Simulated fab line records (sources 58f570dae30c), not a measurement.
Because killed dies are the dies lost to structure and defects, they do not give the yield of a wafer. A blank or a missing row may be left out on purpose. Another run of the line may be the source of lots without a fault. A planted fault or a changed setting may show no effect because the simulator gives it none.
Which tool was responsible? || flow berkeley-cmos170 || 13 lots (39 wafers sampled), 1 step of a 331-step route

WHAT EACH GAUGE READ, for each wafer
UCB170_NWELL_OVL_MEAS_12. Usual: NWELL_OVL gives 3 nm (standard deviation 4.6).
{"lot": "L921", "measured": "day 2 12:20", "on": "overlay-01", "NWELL_OVL (nm)": "7 0 0", "flag": ""}
{"lot": "L922", "measured": "day 2 13:58", "on": "overlay-02", "NWELL_OVL (nm)": "3 -5 6", "flag": ""}
{"lot": "L923", "measured": "day 2 17:01", "on": "overlay-02", "NWELL_OVL (nm)": "1 6 -7", "flag": ""}
{"lot": "L924", "measured": "day 2 22:17", "on": "overlay-01", "NWELL_OVL (nm)": "-4 6 10", "flag": ""}
{"lot": "L925", "measured": "day 3 03:23", "on": "overlay-02", "NWELL_OVL (nm)": "0 2 9", "flag": ""}
{"lot": "L926", "measured": "day 3 03:28", "on": "overlay-01", "NWELL_OVL (nm)": "-3 -2 1", "flag": ""}
{"lot": "L927", "measured": "day 3 12:13", "on": "overlay-01", "NWELL_OVL (nm)": "7 4 10", "flag": ""}
{"lot": "L928", "measured": "day 3 19:16", "on": "overlay-02", "NWELL_OVL (nm)": "4 8 0", "flag": ""}
{"lot": "L934", "measured": "day 5 01:39", "on": "overlay-01", "NWELL_OVL (nm)": "2 8 -1", "flag": ""}
{"lot": "L938", "measured": "day 6 03:24", "on": "overlay-01", "NWELL_OVL (nm)": "4 7 5", "flag": ""}
{"lot": "L941", "measured": "day 6 11:00", "on": "overlay-01", "NWELL_OVL (nm)": "4 -1 -2", "flag": ""}
{"lot": "L940", "measured": "day 6 11:21", "on": "overlay-01", "NWELL_OVL (nm)": "6 -2 10", "flag": ""}
{"lot": "L943", "measured": "day 6 20:25", "on": "overlay-02", "NWELL_OVL (nm)": "10 4 3", "flag": ""}

WHAT TOOL EACH LOT RAN ON (gives the tool, then ch and the chambers of the sampled wafers, and finally the start)
The record shows no process step preceding these readings.

AS READ BY THE TOOLS THEMSELVES (means over the sampled wafers that have a number; for cases with no such wafer, the mark the record gives instead)
The record holds no such reading with a usual standard deviation.

THE ANSWER, worked out from the rows above alone
Rule: a lot counts as off when the mean over its wafers that have a number is more than 3 standard deviations away from the usual mean. Also off: a lot with no number at a reading for which 4 or more lots have one. The other lots that the step has rows for count as sound. After the gauges, taken in route order, come the tools' own readings; for these a lot's mean is taken, as printed above. The first step at which some lot is off is used, and at that step the reading that is off furthest; a lot without a number counts as furthest.
No lot is off at any reading shown: from this, nothing can be told.

WHAT THE SIMULATOR PUT IN
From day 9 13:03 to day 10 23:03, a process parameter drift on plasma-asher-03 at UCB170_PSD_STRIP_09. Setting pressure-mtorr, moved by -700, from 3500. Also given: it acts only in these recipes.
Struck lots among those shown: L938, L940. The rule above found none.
